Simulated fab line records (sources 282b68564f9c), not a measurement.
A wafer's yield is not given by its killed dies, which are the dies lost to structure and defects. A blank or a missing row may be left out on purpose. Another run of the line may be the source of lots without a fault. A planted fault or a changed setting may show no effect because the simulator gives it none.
fab line records	flow ritCmos
[record] lots = 6	wafers = 18	lastDay = 8
route steps=202 shown NLDD@110 PLDD@114 SPACER@125 NSD@131 PSD@142 M1@202
lots with no fault: from the same line, run without faults
startH: start of the lot's first displayed wafer, in hours after the record's first day	waitH: hours elapsed since this lot's preceding step	" identical to the entry in the row above	L1.1+2: a single row standing in for several wafers	- value missing, or start not given	* or withheld: withheld	< > ~ a bound
route shown NAME@n: NAME is a module with steps in the file, n the number in the route of the first one	usual: the fault-free wafers' mean and standard deviation	same: alike in all rows	chamber/n: place in a boat	sites: per-site readings	_std_site: how widely they spread, as a standard deviation	_edge_site: mean of outer sites minus mean of inner sites	radiusMm: how far each site lies from the wafer's centre	mask NAME#n: copy n	behind: tool/chamber where the wafer was last shaped	hold: the reason the lot was held/the length of the hold in hours/how it ended	device: whichever transistor did not switch (one of n, p or np)	end of line: the route-end tests of the same wafers	a step with no rows: only its recipe	killed: dies lost to structure and defects at the first sort, not the wafer's yield	map: a wafer's dies, marking killed ones x, the rest . and places with no die _
set.NAME: the run value of the setting; set.NAME@STEP: its run value at that earlier step	model.NAME: the simulator's own value behind a step, which no gauge read
a table for each step, a row for each wafer; lots at some steps of the route
services: from which hour (startH, from the record's first day; less than 0 if before it) a tool's chamber was out of use, for how many hours, and why
[[steps]]
[step RIT_NLDD_HARDBAKE_07]
[recipe] resist = NOVOLAK	tempC = 140	timeS = 60
[step RIT_NLDD_IMPLANT_08]
[recipe] species = P	energyKev = 20	doseCm2 = 5e+14	tiltDeg = 7
[step RIT_NLDD_STRIP_09]
[recipe] chemistry = O2	timeS = 180	resist = NOVOLAK	platenTempC = withheld	powerW = 500	pressureMtorr = 4000	o2FlowSccm = 4000
[usual] chamberPressureMTorr = 4001/3.2	drypumpMotorCurrentA = 5.9/0.38
lot.wafer	tool	chamber	startH	waitH	chamberPressureMTorr	drypumpMotorCurrentA	rfHoursCounterH
L504.2	plasmaAsher-03	0	57.01	0.1	4002	6.1	26
L504.5	"	0	"	"	3996	6.1	-
L504.6	"	1	"	"	4000	5.4	-
L507.1	plasmaAsher-02	1	74.65	0.1	3997	6.2	40
L507.2	"	0	"	"	4003	6.0	40
L507.5	"	0	"	"	4005	6.0	-
L513.1	plasmaAsher-02	0	101.81	0.1	4003	6.1	43
L513.3	"	1	"	"	4002	6.1	-
L513.4	"	0	"	"	4001	6.1	-
L522.1	plasmaAsher-03	1	153.27	0.1	4002	5.4	36
L522.3	"	0	"	"	3995	6.1	-
L522.4	"	1	"	"	3999	5.4	-
L523.3	plasmaAsher-02	0	153.74	0.1	3998	6.1	-
L523.4	"	1	"	"	3999	6.1	-
L523.5	"	0	"	"	4005	6.1	-
L524.1	plasmaAsher-02	1	164.02	0.1	4001	6.1	4
L524.2	"	0	"	"	4001	6.0	4
L524.3	"	0	"	"	3999	6.1	-
[step RIT_NLDD_TW_MEAS_10]
[usual] NLDD_TW = 2495/20
lot.wafer	tool	chamber	startH	waitH	NLDD_TW
L504.2	filmMetro-01	-	57.20	0.1	2468
L504.5	"	-	"	"	2492
L504.6	"	-	"	"	2475
L507.1	filmMetro-01	-	74.82	0.1	2480
L507.2	"	-	"	"	2489
L507.5	"	-	"	"	2481
L513.1	filmMetro-01	-	101.99	0.1	2479
L513.3	"	-	"	"	2468
L513.4	"	-	"	"	2480
L522.1	filmMetro-02	-	153.45	0.1	2497
L522.3	"	-	"	"	2484
L522.4	"	-	"	"	2492
L523.3	filmMetro-03	-	153.87	0.1	2514
L523.4	"	-	"	"	2507
L523.5	"	-	"	"	2512
L524.1	filmMetro-01	-	164.19	0.1	2476
L524.2	"	-	"	"	2458
L524.3	"	-	"	"	2464
[step RIT_PLDD_HMDS_00]
[recipe] primeTimeS = 60	primeTempC = 140
[step RIT_PLDD_COAT_01]
[recipe] resist = NOVOLAK	spinRpm = 3324	resistThkNm = 1000
[step RIT_PLDD_SOFTBAKE_02]
[recipe] resist = NOVOLAK	tempC = 90	timeS = 60
[step RIT_PLDD_EXPOSE_03]
[recipe] maskId = M8	na = 0.57	targetCdNm = 40900	doseMj = 250
[step RIT_PLDD_PEB_04]
[recipe] resist = NOVOLAK	tempC = withheld	timeS = withheld
[step RIT_PLDD_DEVELOP_05]
[recipe] resist = NOVOLAK	developTimeS = 50	devTempC = 23
[step RIT_PLDD_OVL_MEAS_06]
[usual] PLDD_OVL = -0.2/1.4
lot.wafer	tool	chamber	startH	waitH	PLDD_OVL[nm]
L504.2	overlay-02	-	58.23	-	0.2
L504.5	"	-	"	"	-0.7
L504.6	"	-	"	"	-0.4
L507.1	overlay-02	-	75.83	-	-0.2
L507.2	"	-	"	"	0.1
L507.5	"	-	"	"	-0.8
L513.1	overlay-01	-	102.90	-	1.0
L513.3	"	-	"	"	0.7
L513.4	"	-	"	"	1.6
L522.1	overlay-02	-	154.41	-	-0.6
L522.3	"	-	"	"	0.1
L522.4	"	-	"	"	-1.0
L523.3	overlay-02	-	154.90	-	0.4
L523.4	"	-	"	"	-1.9
L523.5	"	-	"	"	0.1
L524.1	overlay-01	-	165.20	-	-1.9
L524.2	"	-	"	"	-0.5
L524.3	"	-	"	"	-1.6
[step RIT_PLDD_HARDBAKE_07]
[recipe] resist = NOVOLAK	tempC = 140	timeS = 60
[step RIT_PLDD_IMPLANT_08]
[recipe] species = BF2	energyKev = 20	doseCm2 = 9e+14	tiltDeg = 7
[usual] beamEnergyKeV = 20.000/0.0059	beamOnS = 10.01/0.2	doseIonsCm2 = 8.997e+14/1e+12
lot.wafer	tool	chamber	startH	waitH	beamEnergyKeV	beamOnS	doseIonsCm2	model.implant.rpNm	model.implant.drpNm
L504.2	implanter-03	0	58.43	0.1	19.996	9.81	9.001e+14	16.94	9.752
L504.5	"	0	"	"	20.002	10.33	8.989e+14	16.94	9.752
L504.6	"	0	"	"	19.998	10.00	9.004e+14	16.94	9.752
L507.1	implanter-03	0	76.01	0.1	20.004	9.76	8.983e+14	17.36	9.752
L507.2	"	0	"	"	20.018	9.89	8.988e+14	17.36	9.752
L507.5	"	0	"	"	20.002	10.05	8.984e+14	17.36	9.752
L513.1	implanter-03	0	103.09	0.1	20.002	9.99	8.99e+14	16.68	9.752
L513.3	"	0	"	"	20.005	9.96	9.002e+14	16.68	9.752
L513.4	"	0	"	"	20.000	9.85	8.995e+14	16.68	9.752
L522.1	implanter-01	0	154.59	0.1	19.995	10.05	9.003e+14	17.62	9.752
L522.3	"	0	"	"	19.997	9.89	8.997e+14	17.62	9.752
L522.4	"	0	"	"	19.995	10.07	9.012e+14	17.62	9.752
L523.3	implanter-03	0	155.12	0.1	26.001	9.84	8.99e+14	21.21	11.73
L523.4	"	0	"	"	26.003	9.92	8.992e+14	21.21	11.73
L523.5	"	0	"	"	25.997	10.16	8.996e+14	21.21	11.73
L524.1	implanter-03	0	165.39	0.1	25.998	10.06	8.991e+14	21.34	11.73
L524.2	"	0	"	"	26.001	10.14	9.022e+14	21.34	11.73
L524.3	"	0	"	"	26.003	9.79	8.973e+14	21.34	11.73
[step RIT_PLDD_STRIP_09]
[recipe] chemistry = O2	timeS = 180	resist = NOVOLAK	platenTempC = withheld	powerW = 500	pressureMtorr = 4000	o2FlowSccm = 4000
[usual] chamberPressureMTorr = 3999/3.5	drypumpMotorCurrentA = 5.7/0.51
lot.wafer	tool	chamber	startH	waitH	chamberPressureMTorr	drypumpMotorCurrentA	rfHoursCounterH
L504.2	plasmaAsher-01	0	58.56	0.1	4000	5.1	42
L504.5	"	1	"	"	3998	6.4	-
L504.6	"	0	"	"	4004	5.1	-
L507.1	plasmaAsher-03	1	76.16	0.1	4002	5.4	28
L507.2	"	0	"	"	3997	6.1	28
L507.5	"	1	"	"	4000	5.4	-
L513.1	plasmaAsher-03	1	103.24	0.1	4000	5.4	31
L513.3	"	1	"	"	4005	5.5	-
L513.4	"	0	"	"	3988	6.1	-
L522.1	plasmaAsher-01	1	154.74	0.1	3997	6.4	49
L522.3	"	1	"	"	4001	6.4	-
L522.4	"	0	"	"	4002	5.1	-
L523.3	plasmaAsher-03	1	155.28	0.1	4002	5.5	-
L523.4	"	0	"	"	4007	6.2	-
L523.5	"	1	"	"	4006	5.4	-
L524.1	plasmaAsher-03	1	165.54	0.1	4000	5.4	38
L524.2	"	0	"	"	4002	6.1	38
L524.3	"	1	"	"	4002	5.4	-
[step RIT_PLDD_TW_MEAS_10]
[usual] PLDD_TW = 2356/20
lot.wafer	tool	chamber	startH	waitH	PLDD_TW
L504.2	filmMetro-03	-	58.74	0.1	2380
L504.5	"	-	"	"	2388
L504.6	"	-	"	"	2378
L507.1	filmMetro-03	-	76.34	0.1	2388
L507.2	"	-	"	"	2392
L507.5	"	-	"	"	2396
L513.1	filmMetro-03	-	103.41	0.1	2353
L513.3	"	-	"	"	2370
L513.4	"	-	"	"	2367
L522.1	filmMetro-01	-	154.92	0.1	2332
L522.3	"	-	"	"	2341
L522.4	"	-	"	"	2339
L523.3	filmMetro-01	-	155.42	0.1	2509
L523.4	"	-	"	"	2494
L523.5	"	-	"	"	2510
L524.1	filmMetro-03	-	165.71	0.1	2544
L524.2	"	-	"	"	2557
L524.3	"	-	"	"	2543
[step RIT_SPACER_CLEAN_00]
[recipe] chemistry = SC1	mix = 3:3:50	timeS = 600	tempC = 75
[step RIT_SPACER_CLEAN_01]
[recipe] chemistry = dHF	dilution = 50:1	timeS = 29.54
[step RIT_SPACER_CLEAN_02]
[recipe] chemistry = SC2	mix = 3:3:50	timeS = 600	tempC = 75	dry = n2Spin
[step RIT_SPACER_CVD_03]
[recipe] material = Si3N4	targetThkNm = 250	tempC = 810	precursor = SiH2Cl2/NH3	timeS = 3300	pressureMtorr = 300	sih2cl2FlowSccm = 60	nh3FlowSccm = 150
[step RIT_SPACER_THK_MEAS_04]
[recipe] reads = Si3N4_of_SPACER_CVD_03
[usual] SPACER_NITRIDE_THK = 250.2/2.4
lot.wafer	tool	chamber	startH	waitH	SPACER_NITRIDE_THK[nm]
L504.2	filmMetro-04	-	62.06	0.0	244.8
L504.5	"	-	"	"	244.7
L504.6	"	-	"	"	246.0
L507.1	filmMetro-02	-	79.64	0.0	250.6
L507.2	"	-	"	"	252.0
L507.5	"	-	"	"	249.1
L513.1	filmMetro-03	-	106.71	0.0	244.7
L513.3	"	-	"	"	244.5
L513.4	"	-	"	"	243.3
L522.1	filmMetro-03	-	158.61	0.0	248.6
L522.3	"	-	"	"	250.8
L522.4	"	-	"	"	249.6
L523.3	filmMetro-04	-	158.63	0.0	252.9
L523.4	"	-	"	"	252.6
L523.5	"	-	"	"	252.8
L524.1	filmMetro-03	-	169.03	0.0	250.7
L524.2	"	-	"	"	253.7
L524.3	"	-	"	"	252.4
[step RIT_SPACER_ETCHBACK_05]
[recipe] targetDepthA = 2500	SF6_flow_sccm = 30	CHF3_flow_sccm = 30	target = Si3N4	chemistry = SF6/CHF3	pressureMtorr = 40	rfW = 250	timeS = 240	stopOn = SiO2
[usual] chamberPressureMTorr = 40.00/0.036	drypumpMotorCurrentA = 5.6/0.49	oesProductAu = 0.842/0.013	throttleValvePct = 10.27/0.11
lot.wafer	tool	chamber	startH	waitH	chamberPressureMTorr	drypumpMotorCurrentA	oesProductAu	rfHoursCounterH	throttleValvePct
L504.2	rieDiel-03	1	62.11	0.0	39.97	5.0	0.827	28	10.34
L504.5	"	2	"	"	39.93	5.2	0.839	-	10.29
L504.6	"	3	"	"	39.97	5.2	0.834	-	10.12
L507.1	rieDiel-04	3	79.70	0.1	39.97	5.6	0.831	95	10.29
L507.2	"	2	"	"	40.04	5.2	0.846	134	10.24
L507.5	"	1	"	"	39.99	5.2	0.817	-	10.28
L513.1	rieDiel-03	3	106.77	0.1	40.01	5.2	0.831	38	10.13
L513.3	"	1	"	"	40.01	5.0	0.834	29	10.33
L513.4	"	0	"	"	40.01	6.6	0.803	84	10.16
L522.1	rieDiel-01	1	158.67	0.1	39.98	5.8	0.834	150	10.45
L522.3	"	3	"	"	40.01	5.8	0.869	3	10.22
L522.4	"	2	"	"	40.02	5.4	0.840	16	10.10
L523.3	rieDiel-04	1	158.67	0.0	40.05	5.2	0.843	52	10.30
L523.4	"	0	"	"	39.98	6.1	0.835	36	10.35
L523.5	"	1	"	"	40.00	5.2	0.843	-	10.30
L524.1	rieDiel-03	1	169.09	0.1	39.93	5.0	0.843	30	10.33
L524.2	"	2	"	"	39.98	5.2	0.868	6	10.29
L524.3	"	3	"	"	40.07	5.3	0.837	39	10.13
[step RIT_NSD_HMDS_00]
[recipe] primeTimeS = 60	primeTempC = 140
[step RIT_NSD_COAT_01]
[recipe] resist = NOVOLAK	spinRpm = 3298	resistThkNm = 1000
[step RIT_NSD_SOFTBAKE_02]
[recipe] resist = NOVOLAK	tempC = 90	timeS = 60
[step RIT_NSD_EXPOSE_03]
[recipe] maskId = M9	na = 0.57	targetCdNm = 40700	doseMj = 250
[step RIT_NSD_PEB_04]
[recipe] resist = NOVOLAK	tempC = withheld	timeS = withheld
[step RIT_NSD_DEVELOP_05]
[recipe] resist = NOVOLAK	developTimeS = 50	devTempC = 23
[step RIT_NSD_OVL_MEAS_06]
[usual] NSD_OVL = -0.5/1.3
lot.wafer	tool	chamber	startH	waitH	NSD_OVL[nm]
L504.2	overlay-02	-	63.24	-	-3.4
L504.5	"	-	"	"	-2.1
L504.6	"	-	"	"	-2.3
L507.1	overlay-01	-	80.83	-	1.0
L507.2	"	-	"	"	0.2
L507.5	"	-	"	"	1.8
L513.1	overlay-02	-	108.01	-	-0.4
L513.3	"	-	"	"	-1.8
L513.4	"	-	"	"	-2.7
L522.1	overlay-01	-	159.84	-	-1.3
L522.3	"	-	"	"	0.1
L522.4	"	-	"	"	2.0
L523.3	overlay-02	-	160.10	-	-1.6
L523.4	"	-	"	"	-1.5
L523.5	"	-	"	"	-1.1
L524.1	overlay-01	-	170.09	-	-0.7
L524.2	"	-	"	"	-1.4
L524.3	"	-	"	"	0.8
[step RIT_NSD_HARDBAKE_07]
[recipe] resist = NOVOLAK	tempC = 140	timeS = 60
[step RIT_NSD_IMPLANT_08]
[recipe] species = P	energyKev = 25	doseCm2 = 1e+15	tiltDeg = 7
[step RIT_NSD_STRIP_09]
[recipe] chemistry = O2	timeS = 180	resist = NOVOLAK	platenTempC = withheld	powerW = 500	pressureMtorr = 4000	o2FlowSccm = 4000
[usual] chamberPressureMTorr = 4000/3.5	drypumpMotorCurrentA = 5.8/0.54
lot.wafer	tool	chamber	startH	waitH	chamberPressureMTorr	drypumpMotorCurrentA	rfHoursCounterH
L504.2	plasmaAsher-04	0	63.57	0.1	4002	5.1	44
L504.5	"	0	"	"	3995	5.1	-
L504.6	"	1	"	"	4000	6.1	-
L507.1	plasmaAsher-01	0	81.16	0.1	4000	5.1	44
L507.2	"	1	"	"	4000	6.4	44
L507.5	"	1	"	"	4000	6.4	-
L513.1	plasmaAsher-04	1	108.35	0.1	4001	6.1	49
L513.3	"	1	"	"	3994	6.2	-
L513.4	"	0	"	"	3998	5.1	-
L522.1	plasmaAsher-02	1	160.29	0.1	4003	6.1	4
L522.3	"	1	"	"	3994	6.1	-
L522.4	"	0	"	"	3997	6.1	-
L523.3	plasmaAsher-04	0	160.48	0.1	3998	5.1	-
L523.4	"	1	"	"	3999	6.1	-
L523.5	"	1	"	"	4003	6.1	-
L524.1	plasmaAsher-04	0	170.43	0.1	3994	5.1	56
L524.2	"	1	"	"	4002	6.1	56
L524.3	"	1	"	"	4003	6.2	-
[step RIT_NSD_TW_MEAS_10]
[usual] NSD_TW = 3126/24
lot.wafer	tool	chamber	startH	waitH	NSD_TW
L504.2	filmMetro-02	-	63.76	0.1	3158
L504.5	"	-	"	"	3174
L504.6	"	-	"	"	3172
L507.1	filmMetro-02	-	81.34	0.1	3114
L507.2	"	-	"	"	3137
L507.5	"	-	"	"	3126
L513.1	filmMetro-03	-	108.53	0.1	3137
L513.3	"	-	"	"	3141
L513.4	"	-	"	"	3162
L522.1	filmMetro-03	-	160.46	0.1	3155
L522.3	"	-	"	"	3168
L522.4	"	-	"	"	3161
L523.3	filmMetro-02	-	160.61	0.1	3114
L523.4	"	-	"	"	3124
L523.5	"	-	"	"	3125
L524.1	filmMetro-03	-	170.60	0.1	3134
L524.2	"	-	"	"	3123
L524.3	"	-	"	"	3130
[step RIT_PSD_HMDS_00]
[recipe] primeTimeS = 60	primeTempC = 140
[step RIT_PSD_COAT_01]
[recipe] resist = NOVOLAK	spinRpm = 3250	resistThkNm = 1000
[step RIT_PSD_SOFTBAKE_02]
[recipe] resist = NOVOLAK	tempC = 90	timeS = 60
[step RIT_PSD_EXPOSE_03]
[recipe] maskId = M10	na = 0.57	targetCdNm = 40900	doseMj = 250
[step RIT_PSD_PEB_04]
[recipe] resist = NOVOLAK	tempC = withheld	timeS = withheld
[step RIT_PSD_DEVELOP_05]
[recipe] resist = NOVOLAK	developTimeS = 50	devTempC = 23
[step RIT_PSD_OVL_MEAS_06]
[usual] PSD_OVL = -0.2/1.4
lot.wafer	tool	chamber	startH	waitH	PSD_OVL[nm]
L504.2	overlay-01	-	64.79	-	2.5
L504.5	"	-	"	"	0.3
L504.6	"	-	"	"	0.3
L507.1	overlay-02	-	82.47	-	-0.3
L507.2	"	-	"	"	-1.0
L507.5	"	-	"	"	0.6
L513.1	overlay-01	-	109.58	-	-3.4
L513.3	"	-	"	"	0.0
L513.4	"	-	"	"	-3.9
L522.1	overlay-01	-	161.50	-	1.6
L522.3	"	-	"	"	0.8
L522.4	"	-	"	"	5.0
L523.3	overlay-02	-	161.75	-	-1.9
L523.4	"	-	"	"	-1.8
L523.5	"	-	"	"	-0.4
L524.1	overlay-02	-	171.64	-	0.0
L524.2	"	-	"	"	-0.8
L524.3	"	-	"	"	-1.7
[step RIT_PSD_HARDBAKE_07]
[recipe] resist = NOVOLAK	tempC = 140	timeS = 60
[step RIT_PSD_IMPLANT_08]
[recipe] species = BF2	energyKev = 27	doseCm2 = 5e+15	tiltDeg = 7
[step RIT_PSD_STRIP_09]
[recipe] chemistry = O2	timeS = 180	resist = NOVOLAK	platenTempC = withheld	powerW = 500	pressureMtorr = 4000	o2FlowSccm = 4000
[usual] chamberPressureMTorr = 4000/3.6	drypumpMotorCurrentA = 5.8/0.42
lot.wafer	tool	chamber	startH	waitH	chamberPressureMTorr	drypumpMotorCurrentA	rfHoursCounterH
L504.2	plasmaAsher-03	0	65.12	0.1	3992	6.1	27
L504.5	"	0	"	"	4005	6.1	-
L504.6	"	1	"	"	3994	5.4	-
L507.1	plasmaAsher-02	1	82.81	0.1	4003	6.1	41
L507.2	"	0	"	"	4001	6.1	41
L507.5	"	1	"	"	3997	6.1	-
L513.1	plasmaAsher-04	0	109.92	0.1	4006	5.1	49
L513.3	"	1	"	"	4001	6.2	-
L513.4	"	0	"	"	4001	5.1	-
L522.1	plasmaAsher-02	1	161.83	0.1	3999	6.2	4
L522.3	"	1	"	"	4003	6.2	-
L522.4	"	0	"	"	4002	6.0	-
L523.3	plasmaAsher-04	1	162.13	0.1	4004	6.2	-
L523.4	"	0	"	"	4000	5.1	-
L523.5	"	1	"	"	4004	6.1	-
L524.1	plasmaAsher-02	0	172.02	0.1	3996	6.1	5
L524.2	"	1	"	"	4002	6.1	5
L524.3	"	0	"	"	4003	6.0	-
[step RIT_SDANNEAL_RS_MEAS_06]
[recipe] thkMeasGauge = four-point-probe
[usual] PLDD_RS = 178.7/0.52
lot.wafer	tool	chamber	startH	waitH	PLDD_RS[ohm/sq]
L504.2	filmMetro-01	-	66.06	0.1	179.0
L504.5	"	-	"	"	178.8
L504.6	"	-	"	"	179.3
L507.1	filmMetro-03	-	83.71	0.1	178.6
L507.2	"	-	"	"	178.1
L507.5	"	-	"	"	178.7
L513.1	filmMetro-03	-	110.82	0.1	178.5
L513.3	"	-	"	"	178.6
L513.4	"	-	"	"	178.3
L522.1	filmMetro-03	-	162.73	0.1	177.8
L522.3	"	-	"	"	177.9
L522.4	"	-	"	"	178.0
L523.3	filmMetro-01	-	163.01	0.1	164.0
L523.4	"	-	"	"	164.2
L523.5	"	-	"	"	164.0
L524.1	filmMetro-01	-	172.94	0.1	164.6
L524.2	"	-	"	"	164.0
L524.3	"	-	"	"	164.3
[step RIT_M1_PROBE_99]
[usual] killedAtFrontEnd = 7/3.1	killedDies = 7/3.1	killedOpen = 3.6/2.2	killedShort = 3.4/2.1
[same] grossDies = 264	killed_at_M0_to_M3 = 0	killed_at_M4_up = 0	killedAtBackSide = 0	killedAtContacts = 0	killedAtOther = 0
lot.wafer	tool	chamber	startH	waitH	killedAtFrontEnd	killedDies	killedOpen	killedShort
L504.2	prober-01	-	74.10	0.1	9	9	4	5
L504.5	prober-01	-	74.25	0.2	6	6	3	3
L504.6	prober-01	-	74.30	0.2	2	2	1	1
L507.1	prober-01	-	91.06	0.1	11	11	2	9
L507.2	prober-01	-	91.11	0.1	7	7	3	4
L507.5	prober-01	-	91.26	0.2	14	14	7	7
L513.1	prober-01	-	118.23	0.1	6	6	5	1
L513.3	prober-01	-	118.33	0.2	9	9	2	7
L513.4	prober-01	-	118.38	0.2	4	4	2	2
L522.1	prober-01	-	170.01	0.1	9	9	4	5
L522.3	prober-01	-	170.11	0.2	8	8	5	3
L522.4	prober-01	-	170.16	0.2	8	8	6	2
L523.3	prober-02	-	171.61	0.2	7	7	2	5
L523.4	prober-02	-	171.66	0.2	12	12	8	4
L523.5	prober-02	-	171.71	0.2	14	14	7	7
L524.1	prober-01	-	180.13	0.1	2	2	1	1
L524.2	prober-01	-	180.18	0.1	12	12	8	4
L524.3	prober-01	-	180.23	0.2	6	6	3	3
// killed by level:class
L504.2 REOX:geometricParticle:short=3 GATE:geometricParticle:open=2 REOX:geometricParticle:open=2 SPACER:geometricParticle:short=1 SILICIDE:geometricParticle:short=1
L504.5 REOX:geometricParticle:short=2 FOX1:geometricParticle:short=1 GATE:geometricParticle:open=1 REOX:geometricParticle:open=1 SPACER:geometricParticle:open=1
L504.6 FOX1:geometricParticle:open=1 SILICIDE:geometricParticle:short=1
L507.1 GATE:geometricParticle:short=5 FOX1:geometricParticle:short=2 FOX2:geometricParticle:short=2 GATE:geometricParticle:open=2
L507.2 GATE:geometricParticle:short=2 GATE:geometricParticle:open=2 FOX1:geometricParticle:open=1 FOX2:geometricParticle:short=1 REOX:geometricParticle:short=1
L507.5 GATE:geometricParticle:short=4 FOX2:geometricParticle:open=2 GATE:geometricParticle:open=2 SILICIDE:geometricParticle:short=2 SILICIDE:geometricParticle:open=2 FOX1:geometricParticle:open=1 FOX1:geometricParticle:short=1
L513.1 GATE:geometricParticle:open=3 FOX2:geometricParticle:open=2 FOX2:geometricParticle:short=1
L513.3 REOX:geometricParticle:short=4 GATE:geometricParticle:short=2 SPACER:geometricParticle:open=1 SILICIDE:geometricParticle:short=1 SILICIDE:geometricParticle:open=1
L513.4 FOX1:geometricParticle:open=1 GATE:geometricParticle:short=1 SPACER:geometricParticle:short=1 SPACER:geometricParticle:open=1
L522.1 REOX:geometricParticle:short=4 GATE:geometricParticle:open=3 GATE:geometricParticle:short=1 REOX:geometricParticle:open=1
L522.3 GATE:geometricParticle:open=2 SILICIDE:geometricParticle:open=2 FOX1:geometricParticle:short=1 GATE:geometricParticle:short=1 REOX:geometricParticle:open=1 SILICIDE:geometricParticle:short=1
L522.4 GATE:geometricParticle:open=4 GATE:geometricParticle:short=1 REOX:geometricParticle:open=1 REOX:geometricParticle:short=1 SILICIDE:geometricParticle:open=1
L523.3 GATE:geometricParticle:short=4 FOX2:geometricParticle:short=1 GATE:geometricParticle:open=1 SPACER:geometricParticle:open=1
L523.4 SPACER:geometricParticle:open=3 GATE:geometricParticle:open=2 GATE:geometricParticle:short=2 REOX:geometricParticle:open=2 FOX1:geometricParticle:open=1 FOX1:geometricParticle:short=1 REOX:geometricParticle:short=1
L523.5 GATE:geometricParticle:open=7 GATE:geometricParticle:short=4 FOX1:geometricParticle:short=2 SPACER:geometricParticle:short=1
L524.1 FOX2:geometricParticle:short=1 SPACER:geometricParticle:open=1
L524.2 GATE:geometricParticle:open=4 FOX1:geometricParticle:open=3 GATE:geometricParticle:short=2 SPACER:geometricParticle:short=2 SPACER:geometricParticle:open=1
L524.3 FOX1:geometricParticle:open=2 GATE:geometricParticle:short=1 SPACER:geometricParticle:open=1 SPACER:geometricParticle:short=1 SILICIDE:geometricParticle:short=1
[[services]]
tool	chamber	startH	hours	kind
rieDiel-01	-	33.21	2.8	pm
plasmaAsher-02	-	34.74	1.7	repair
rieDiel-01	2	37.48	6.7	repair
plasmaAsher-01	-	38.09	5.4	repair
rieDiel-04	3	60.48	3.4	repair
rieDiel-01	0	64.56	14.7	repair
plasmaAsher-02	-	68.80	1.6	repair
rieDiel-03	-	86.91	0.4	repair
plasmaAsher-01	-	100.24	14.6	pm
plasmaAsher-03	-	103.58	2.8	pm
plasmaAsher-02	-	108.75	9.0	pm
plasmaAsher-02	0	108.75	9.0	ventCycle
plasmaAsher-02	1	108.75	9.0	ventCycle
plasmaAsher-02	0	117.75	-	clean
plasmaAsher-02	1	117.75	-	clean
implanter-03	-	122.56	1.8	repair
rieDiel-01	1	162.41	-	clean
rieDiel-01	1	162.41	14.6	scheduledDown
rieDiel-01	1	162.41	14.6	ventCycle
rieDiel-03	0	168.18	11.3	repair
rieDiel-03	1	171.27	6.7	repair
[[key]]
[firstSign] step = RIT_PLDD_IMPLANT_08	reading = beamEnergyKeV	direction = up	sigmas = 99+	usual = 20.000	struck = 26.001
[effect] step = RIT_PLDD_TW_MEAS_10	reading = PLDD_TW	direction = up	sigmas = 8.4	usual = 2356	struck = 2526
[effect] step = RIT_SDANNEAL_RS_MEAS_06	reading = PLDD_RS	direction = down	sigmas = 28	usual = 178.7	struck = 164.2
[modelEffect] step = RIT_PLDD_IMPLANT_08	value = implant.rpNm	without = 17.27	struck = 21.27
metAt RIT_PLDD_IMPLANT_08
struckWafers L523.3,L523.4,L523.5,L524.1,L524.2,L524.3
testerLeftOut L523,L524
onsetBetween 103.09 155.12
[fault] kind = processParameterDrift	tool = implanter-03	chamber = -	onsetH = 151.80	steps = RIT_PLDD_IMPLANT_08	channel = energyKev	offset = 6	shape = step	endH = 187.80	actsIn = theseRecipesOnly	stated = 20
// testerLeftOut: of these lots the tester's yield and bins aren't shown, on N5 and GAA mostly nor the transistor test; their killed dies are dies lost to structure and defects alone, not to doping, threshold or leakage, so they don't give the yield
